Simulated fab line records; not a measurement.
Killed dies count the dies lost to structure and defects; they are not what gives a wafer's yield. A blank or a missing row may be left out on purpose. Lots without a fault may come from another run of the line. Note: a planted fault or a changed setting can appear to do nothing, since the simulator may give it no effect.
Split-lot study	flow ritCmos	23 wafers read across 5 lots, on a route 202 steps long

== SPLIT DETAILS ==
At RIT_NSD_HARDBAKE_07 (time 60 s), the setting tempC was moved away from the recipe's 140 C on 8 of the 23 wafers read, by -2.5% to +3.0%. For the rest of the wafers, this setting stayed at what the recipe calls for.

The reading is taken at the split's own step.

== THE READING ==
NOVOLAK_of_NSD_COAT_01.thkNm (the simulator's own value, which no gauge read), in nm, at RIT_NSD_HARDBAKE_07 (time 60 s). There is no usual value for it anywhere in the file. Here, 15 wafers ran the recipe; their average is 882.4 nm with a standard deviation of 2.5 nm.

wafer	tool, chamber at the split	tempC as run, C	against the recipe	NOVOLAK_of_NSD_COAT_01.thkNm, nm	against lot-mates on the recipe
L077.1	lithoTrack-01, 0	140	recipe	883.4	-
L077.2	lithoTrack-01, 0	136.5	-2.5%	888.4	+4.8
L077.3	lithoTrack-01, 0	136.5	-2.5%	889	+5.4
L077.5	lithoTrack-01, 0	140	recipe	885.1	-
L077.6	lithoTrack-01, 0	140	recipe	882.4	-
L079.1	lithoTrack-02, 0	140	recipe	879.1	-
L079.3	lithoTrack-02, 0	140	recipe	882.4	-
L079.4	lithoTrack-02, 0	140	recipe	883.3	-
L081.1	lithoTrack-02, 0	143	+2.1%	882.1	-5.4
L081.2	lithoTrack-02, 0	143	+2.1%	882.5	-5.0
L081.3	lithoTrack-02, 0	140	recipe	886.4	-
L081.5	lithoTrack-02, 0	143	+2.1%	882.7	-4.8
L081.6	lithoTrack-02, 0	140	recipe	888.5	-
L082.1	lithoTrack-01, 0	140	recipe	881.3	-
L082.2	lithoTrack-01, 0	140	recipe	880.8	-
L082.3	lithoTrack-01, 0	140	recipe	881.1	-
L082.4	lithoTrack-01, 0	140	recipe	882.2	-
L082.5	lithoTrack-01, 0	140	recipe	880.7	-
L085.1	lithoTrack-04, 0	144.2	+3.0%	874.8	-4.9
L085.2	lithoTrack-04, 0	144.2	+3.0%	875.3	-4.4
L085.3	lithoTrack-04, 0	144.2	+3.0%	877	-2.7
L085.4	lithoTrack-04, 0	140	recipe	879.7	-
L085.6	lithoTrack-04, 0	140	recipe	879.6	-

FIT RESULTS
A straight line over all 23 wafers: NOVOLAK_of_NSD_COAT_01.thkNm changes by -1.82 nm for each +1% of tempC; r = -0.72; the points scatter about the line by 2.7 nm.
The same after taking each lot's own level away (the mean of its wafers on the recipe; 23 wafers): -1.76 nm for each +1%; r = -0.91; scatter 1.2 nm.
According to that fit, moving tempC by its largest amount changes the reading by 5.3 nm.
The span of the lots' own levels, 879.65 to 887.45 nm, comes to 3.1 times the standard deviation stated above.
So the lot-to-lot level blurs the effect unless lot-mates are compared.
Check: for one of the wafers moved furthest among these (+3.0%), held out of the fit, the line's prediction against its lot-mates is -5.29 nm. Against them it came out at -4.85 nm.

== ADDITIONAL SPLITS CARRIED BY THESE WAFERS ==
These wafers also went through other splits before the reading. Each is held against what the fit with the lots' levels taken away leaves over:
other split on the same wafers	wafers away from the commonest value	r with NOVOLAK_of_NSD_COAT_01.thkNm (lot level and that fit taken away)
RIT_SPACER_CVD_03 timeS	15	+0.43

== FILE'S OWN FIT ==
NOVOLAK_of_NSD_COAT_01.thkNm changes by -1.77 nm for each +1% of tempC, r = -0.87.
